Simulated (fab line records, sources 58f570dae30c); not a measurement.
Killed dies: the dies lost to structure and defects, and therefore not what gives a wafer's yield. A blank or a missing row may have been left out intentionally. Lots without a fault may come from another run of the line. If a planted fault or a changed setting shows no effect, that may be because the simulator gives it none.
The tool behind it: which one? :: flow berkeley_cmos170 :: 42 wafers from 14 lots sampled at 6 of the route's 331 steps

== WHAT EACH GAUGE READ, for each wafer ==
UCB170_PWELL_OVL_MEAS_13.
lot: L783
measured: day 3 08:58
on: overlay-01
PWELL_OVL (nm): 3 -3 3

lot: L784
measured: day 3 09:20
on: overlay-01
PWELL_OVL (nm): 14 8 -1

lot: L785
measured: day 3 14:33
on: overlay-01
PWELL_OVL (nm): 7 6 5

lot: L788
measured: day 4 01:31
on: overlay-02
PWELL_OVL (nm): 3 -2 -9

lot: L787
measured: day 4 01:47
on: overlay-02
PWELL_OVL (nm): -1 -7 -6

lot: L790
measured: day 4 12:03
on: overlay-02
PWELL_OVL (nm): 2 -7 -8

lot: L797
measured: day 6 05:26
on: overlay-01
PWELL_OVL (nm): 4 0 0

lot: L798
measured: day 6 10:10
on: overlay-01
PWELL_OVL (nm): 4 1 -8

lot: L799
measured: day 6 10:23
on: overlay-02
PWELL_OVL (nm): 5 -8 -4

lot: L803
measured: day 7 01:34
on: overlay-01
PWELL_OVL (nm): 3 9 6

lot: L802
measured: day 7 01:49
on: overlay-02
PWELL_OVL (nm): 3 3 -2

lot: L805
measured: day 7 07:08
on: overlay-01
PWELL_OVL (nm): 2 -1 -2

lot: L804
measured: day 7 07:52
on: overlay-01
PWELL_OVL (nm): -6 -2 -7

lot: L806
measured: day 7 15:08
on: overlay-01
PWELL_OVL (nm): 9 13 8

UCB170_ACTIVE_CD_MEAS_13: target cd 1200 nm.
lot: L783
measured: day 4 12:03
on: cd_sem-02
cd_nm (nm): 1198.1 1197.7 1196.5

lot: L784
measured: day 4 12:20
on: cd_sem-02
cd_nm (nm): 1198.1 1197.7 1199.0

lot: L785
measured: day 5 01:00
on: cd_sem-02
cd_nm (nm): 1199.1 1199.0 1198.8

lot: L788
measured: day 5 13:23
on: cd_sem-01
cd_nm (nm): 1199.4 1199.5 1198.8

lot: L787
measured: day 5 14:07
on: cd_sem-02
cd_nm (nm): 1200.3 1200.1 1201.5

lot: L790
measured: day 5 21:03
on: cd_sem-02
cd_nm (nm): 1201.6 1201.4 1201.7

lot: L797
measured: day 7 02:43
on: cd_sem-01
cd_nm (nm): 1198.7 1200.1 1197.3

lot: L798
measured: day 7 14:01
on: cd_sem-01
cd_nm (nm): 1203.6 1202.6 1202.0

lot: L799
measured: day 7 14:05
on: cd_sem-02
cd_nm (nm): 1198.2 1198.7 1201.0

lot: L803
measured: day 8 11:02
on: cd_sem-01
cd_nm (nm): 1195.9 1196.4 1195.4

lot: L802
measured: day 8 11:06
on: cd_sem-02
cd_nm (nm): 1201.2 1201.0 1200.5

lot: L805
measured: day 8 10:28
on: cd_sem-02
cd_nm (nm): 1201.3 1201.5 1199.8

lot: L804
measured: day 8 10:01
on: cd_sem-02
cd_nm (nm): 1199.1 1198.0 1198.0

lot: L806
measured: day 8 16:26
on: cd_sem-01
cd_nm (nm): 1199.0 1198.4 1198.1

UCB170_SPACER_THK_MEAS_01.
lot: L783
measured: day 6 19:52
on: film_metro-03
SPACER_TEOS_THK (nm): 369 370 374

lot: L784
measured: day 6 20:04
on: film_metro-02
SPACER_TEOS_THK (nm): 370 370 371

lot: L785
measured: day 7 04:38
on: film_metro-01
SPACER_TEOS_THK (nm): 375 375 377

lot: L788
measured: day 7 14:40
on: film_metro-01
SPACER_TEOS_THK (nm): 415 417 417 415 418 417

lot: L787
measured: day 7 13:22
on: film_metro-03
SPACER_TEOS_THK (nm): 372 373 383

lot: L790
measured: day 7 21:38
on: film_metro-01
SPACER_TEOS_THK (nm): 420 424 425 420 424 425

lot: L797
measured: day 9 03:47
on: film_metro-02
SPACER_TEOS_THK (nm): 370 373 381

lot: L798
measured: day 9 12:44
on: film_metro-02
SPACER_TEOS_THK (nm): 376 368 373

lot: L799
measured: day 9 11:52
on: film_metro-02
SPACER_TEOS_THK (nm): 373 380 380

lot: L803
measured: day 10 16:37
on: film_metro-03
SPACER_TEOS_THK (nm): 369 375 368

lot: L802
measured: day 10 16:52
on: film_metro-03
SPACER_TEOS_THK (nm): 367 373 374

lot: L805
measured: day 10 17:01
on: film_metro-02
SPACER_TEOS_THK (nm): 374 373 378

lot: L804
measured: day 10 16:48
on: film_metro-02
SPACER_TEOS_THK (nm): 364 377 375

lot: L806
measured: day 11 01:38
on: film_metro-03
SPACER_TEOS_THK (nm): 374 371 378

UCB170_M3_BOW_MEAS_20.
lot: L783
measured: day 8 13:32
on: film_metro-01
M3_BOW (um): 22 36 33

lot: L784
measured: day 8 12:58
on: film_metro-01
M3_BOW (um): 29 30 35

lot: L785
measured: day 8 18:47
on: film_metro-04
M3_BOW (um): 32 23 32

lot: L788
measured: day 9 01:44
on: film_metro-02
M3_BOW (um): 36 40 36

lot: L787
measured: day 8 23:45
on: film_metro-01
M3_BOW (um): 41 42 40

lot: L790
measured: day 9 11:13
on: film_metro-02
M3_BOW (um): 40 50 38

lot: L797
measured: day 10 17:00
on: film_metro-04
M3_BOW (um): 40 31 36

lot: L798
measured: day 11 00:02
on: film_metro-02
M3_BOW (um): 48 39 36

lot: L799
measured: day 10 23:25
on: film_metro-02
M3_BOW (um): 31 36 42

lot: L803
measured: day 12 06:32
on: film_metro-02
M3_BOW (um): 49 38 39

lot: L802
measured: day 12 04:57
on: film_metro-02
M3_BOW (um): 36 29 33

lot: L805
measured: day 12 06:11
on: film_metro-04
M3_BOW (um): 35 49 36

lot: L804
measured: day 12 03:54
on: film_metro-02
M3_BOW (um): 39 43 40

lot: L806
measured: day 12 11:20
on: film_metro-04
M3_BOW (um): 33 37 39

== EACH LOT AND THE TOOL THAT RAN IT (in order: tool; ch and the chambers of the sampled wafers; start) ==
lot: L783
UCB170_SPACER_CVD_00: pecvd-04 ch 1,2, day 6 19:49
UCB170_SPACER_ETCHBACK_03: rie_diel-03 ch 0,1,2, day 6 23:25

lot: L784
UCB170_SPACER_CVD_00: pecvd-02 ch 0,1, day 6 20:01
UCB170_SPACER_ETCHBACK_03: rie_diel-01 ch 1,2,3, day 6 23:25

lot: L785
UCB170_SPACER_CVD_00: pecvd-04 ch 0,2, day 7 04:35
UCB170_SPACER_ETCHBACK_03: rie_diel-03 ch 1,2,3, day 7 06:19

lot: L788
UCB170_SPACER_CVD_00: pecvd-04 ch 0,2, day 7 14:38
UCB170_SPACER_ETCHBACK_03: rie_diel-01 ch 0,1, day 7 20:10

lot: L787
UCB170_SPACER_CVD_00: pecvd-03 ch 0,1,2, day 7 13:19
UCB170_SPACER_ETCHBACK_03: rie_diel-04 ch 0,2,3, day 7 16:13

lot: L790
UCB170_SPACER_CVD_00: pecvd-04 ch 0,1,2, day 7 21:35
UCB170_SPACER_ETCHBACK_03: rie_diel-04 ch 0,2, day 8 01:59

lot: L797
UCB170_SPACER_CVD_00: pecvd-03 ch 0,1, day 9 03:44
UCB170_SPACER_ETCHBACK_03: rie_diel-04 ch 0,2, day 9 09:26

lot: L798
UCB170_SPACER_CVD_00: pecvd-03 ch 0,1,2, day 9 12:36
UCB170_SPACER_ETCHBACK_03: rie_diel-01 ch 1,2,3, day 9 17:16

lot: L799
UCB170_SPACER_CVD_00: pecvd-03 ch 0,1,2, day 9 11:49
UCB170_SPACER_ETCHBACK_03: rie_diel-04 ch 0,3, day 9 17:16

lot: L803
UCB170_SPACER_CVD_00: pecvd-03 ch 0,1,2, day 10 16:34
UCB170_SPACER_ETCHBACK_03: rie_diel-03 ch 1,2, day 10 18:54

lot: L802
UCB170_SPACER_CVD_00: pecvd-04 ch 1,2, day 10 16:49
UCB170_SPACER_ETCHBACK_03: rie_diel-04 ch 0,1,2, day 10 18:54

lot: L805
UCB170_SPACER_CVD_00: pecvd-03 ch 0,1,2, day 10 16:58
UCB170_SPACER_ETCHBACK_03: rie_diel-03 ch 0,1, day 10 18:58

lot: L804
UCB170_SPACER_CVD_00: pecvd-02 ch 0,1,2, day 10 16:45
UCB170_SPACER_ETCHBACK_03: rie_diel-01 ch 0,1, day 10 18:54

lot: L806
UCB170_SPACER_CVD_00: pecvd-02 ch 0,1,2, day 11 01:36
UCB170_SPACER_ETCHBACK_03: rie_diel-03 ch 1,2,3, day 11 04:29
- UCB170_SPACER_CVD_00: deposits SiO2 from TEOS/O2, target thk 376 nm, time 47 s.
- UCB170_SPACER_ETCHBACK_03: etches SiO2 in CHF3/CF4/Ar, stops on Si, target depth 376 nm, time 100 s.

== AS READ BY THE TOOLS THEMSELVES (means over the sampled wafers that have a number; for cases with no such wafer, the mark the record gives instead) ==
UCB170_SPACER_CVD_00.
lot: L783
tool: pecvd-04
heater_power_w (W): 225
pressure_mtorr (mTorr): 9009
rf_fwd_power_W (W): 541.7

lot: L784
tool: pecvd-02
heater_power_w (W): 254
pressure_mtorr (mTorr): 9007
rf_fwd_power_W (W): 540.0

lot: L785
tool: pecvd-04
heater_power_w (W): 260
pressure_mtorr (mTorr): 8992
rf_fwd_power_W (W): 543.3

lot: L788
tool: pecvd-04
heater_power_w (W): 163
pressure_mtorr (mTorr): 9014
rf_fwd_power_W (W): 764.4

lot: L787
tool: pecvd-03
heater_power_w (W): 220
pressure_mtorr (mTorr): 8995
rf_fwd_power_W (W): 544.5

lot: L790
tool: pecvd-04
heater_power_w (W): 167
pressure_mtorr (mTorr): 8989
rf_fwd_power_W (W): 764.7

lot: L797
tool: pecvd-03
heater_power_w (W): 227
pressure_mtorr (mTorr): 9017
rf_fwd_power_W (W): 544.2

lot: L798
tool: pecvd-03
heater_power_w (W): 286
pressure_mtorr (mTorr): 9004
rf_fwd_power_W (W): 545.2

lot: L799
tool: pecvd-03
heater_power_w (W): 224
pressure_mtorr (mTorr): 9002
rf_fwd_power_W (W): 542.1

lot: L803
tool: pecvd-03
heater_power_w (W): 261
pressure_mtorr (mTorr): 9034
rf_fwd_power_W (W): 545.9

lot: L802
tool: pecvd-04
heater_power_w (W): 233
pressure_mtorr (mTorr): 8990
rf_fwd_power_W (W): 542.9

lot: L805
tool: pecvd-03
heater_power_w (W): 251
pressure_mtorr (mTorr): 9006
rf_fwd_power_W (W): 544.2

lot: L804
tool: pecvd-02
heater_power_w (W): 229
pressure_mtorr (mTorr): 9001
rf_fwd_power_W (W): 542.6

lot: L806
tool: pecvd-02
heater_power_w (W): 238
pressure_mtorr (mTorr): 8997
rf_fwd_power_W (W): 543.4

UCB170_SPACER_ETCHBACK_03.
lot: L783
tool: rie_diel-03
drypump_motor_current_A (A): 6.0
oes_product_au (a.u.): 0.892
throttle_valve_pct (%): 6.40

lot: L784
tool: rie_diel-01
drypump_motor_current_A (A): 5.7
oes_product_au (a.u.): 0.897
throttle_valve_pct (%): 6.53

lot: L785
tool: rie_diel-03
drypump_motor_current_A (A): 5.7
oes_product_au (a.u.): 0.907
throttle_valve_pct (%): 6.44

lot: L788
tool: rie_diel-01
drypump_motor_current_A (A): 5.8
oes_product_au (a.u.): 0.967
throttle_valve_pct (%): 6.48

lot: L787
tool: rie_diel-04
drypump_motor_current_A (A): 5.8
oes_product_au (a.u.): 0.893
throttle_valve_pct (%): 6.47

lot: L790
tool: rie_diel-04
drypump_motor_current_A (A): 5.7
oes_product_au (a.u.): 0.973
throttle_valve_pct (%): 6.49

lot: L797
tool: rie_diel-04
drypump_motor_current_A (A): 5.5
oes_product_au (a.u.): 0.899
throttle_valve_pct (%): 6.48

lot: L798
tool: rie_diel-01
drypump_motor_current_A (A): 5.6
oes_product_au (a.u.): 0.899
throttle_valve_pct (%): 6.54

lot: L799
tool: rie_diel-04
drypump_motor_current_A (A): 5.9
oes_product_au (a.u.): 0.890
throttle_valve_pct (%): 6.48

lot: L803
tool: rie_diel-03
drypump_motor_current_A (A): 5.5
oes_product_au (a.u.): 0.892
throttle_valve_pct (%): 6.53

lot: L802
tool: rie_diel-04
drypump_motor_current_A (A): 5.7
oes_product_au (a.u.): 0.898
throttle_valve_pct (%): 6.52

lot: L805
tool: rie_diel-03
drypump_motor_current_A (A): 5.5
oes_product_au (a.u.): 0.906
throttle_valve_pct (%): 6.48

lot: L804
tool: rie_diel-01
drypump_motor_current_A (A): 5.9
oes_product_au (a.u.): 0.891
throttle_valve_pct (%): 6.43

lot: L806
tool: rie_diel-03
drypump_motor_current_A (A): 5.7
oes_product_au (a.u.): 0.909
throttle_valve_pct (%): 6.43

== THE ANSWER, worked out from the rows above alone ==
Rule: the lots themselves supply what counts as usual. Put in order of their means at a reading, lots are off if they are a third of the lots or fewer, leave a main group of 4 or more, and stand apart from it by a gap of 3 or more times the standard deviation of the main group's means; of several such gaps the widest counts. A main group whose means are all the same, to the digits that the tables above print for the reading, isn't used. Also off: a lot with no number at a reading for which 4 or more lots have one. Any other lot the step has rows for is counted as sound. Order of review: gauges by route order, followed by the tools' own readings, for which a lot's mean as printed above is used. At the first step where some lot is off, the reading lying furthest off is the one used; lots without a number count as furthest.
Off: L788, L790, seen at UCB170_SPACER_THK_MEAS_01 (SPACER_TEOS_THK). Main group: mean 373 nm, sd 2.3.
If a tool, at a process step before that reading, ran all the lots that are off and no sound lot after the first of them, it fits. Not tried: the gauges at UCB170_SPACER_THK_MEAS_01; whatever is off there is also off at UCB170_SPACER_CVD_00, on other tools, and gauge error can't account for it. Not one of the candidates tried fits.

== WHAT THE SIMULATOR HAD PUT IN ==
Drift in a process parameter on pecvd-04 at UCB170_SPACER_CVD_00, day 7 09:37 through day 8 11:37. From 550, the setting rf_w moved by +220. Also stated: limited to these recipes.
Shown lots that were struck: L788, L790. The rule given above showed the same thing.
